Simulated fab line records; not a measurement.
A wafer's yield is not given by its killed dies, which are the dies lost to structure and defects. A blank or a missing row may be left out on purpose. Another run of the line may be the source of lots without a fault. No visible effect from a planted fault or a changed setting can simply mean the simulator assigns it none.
Which tool was responsible? | flow rit_cmos | Sampling: 7 lots, 21 wafers, 2 of 202 route steps

## WHAT THE GAUGES READ, wafer by wafer
RIT_M1_RS_MEAS_01: measurement is done with a four-point probe.
lot  | measured    | on            | M1_AL_RS (ohm/sq)
L712 | day 3 20:35 | film_metro-01 | 0.0730 0.0746 0.0740
L716 | day 4 14:24 | film_metro-03 | 0.0737 0.0721 0.0737
L714 | day 4 14:55 | film_metro-03 | 0.0742 0.0745 0.0752
L718 | day 5 00:14 | film_metro-04 | 0.0734 0.0735 0.0737
L721 | day 5 14:12 | film_metro-01 | 0.0738 0.0730 0.0739
L731 | day 8 02:04 | film_metro-03 | 0.0722 0.0768 0.0738
L733 | day 8 13:04 | film_metro-04 | 0.0778 0.0736 0.0737

## TOOL THAT RAN EACH LOT (tool first, then ch and the chambers of the sampled wafers, then the start)
lot  | RIT_M1_SPUTTER_00
L712 | pvd_sputter-04, day 3 20:17
L716 | pvd_sputter-04, day 4 14:05
L714 | pvd_sputter-02, day 4 14:38
L718 | pvd_sputter-02, day 4 23:55
L721 | pvd_sputter-04, day 5 13:53
L731 | pvd_sputter-01, day 8 01:47
L733 | pvd_sputter-01, day 8 12:46
- RIT_M1_SPUTTER_00: material Al, target thk 400 nm, time 500 s.

## THE ANSWER, worked out from the rows above alone
Rule: what is usual is taken from the lots themselves. The widest of any qualifying gaps counts: lots, ordered by their means at a reading, are off when they make up no more than a third of the lots, leave a main group of 4 or more, and stand apart from it by 3 or more times the standard deviation of that group's means. A main group whose means are all the same, to the digits that the tables above print for the reading, isn't used. A lot without any number at a reading at which 4 lots or more have one is off too. The other lots that the step has rows for count as sound.
No lot is off on any of the readings shown, so nothing can be concluded from this.

## WHAT THE SIMULATOR HAD INSERTED
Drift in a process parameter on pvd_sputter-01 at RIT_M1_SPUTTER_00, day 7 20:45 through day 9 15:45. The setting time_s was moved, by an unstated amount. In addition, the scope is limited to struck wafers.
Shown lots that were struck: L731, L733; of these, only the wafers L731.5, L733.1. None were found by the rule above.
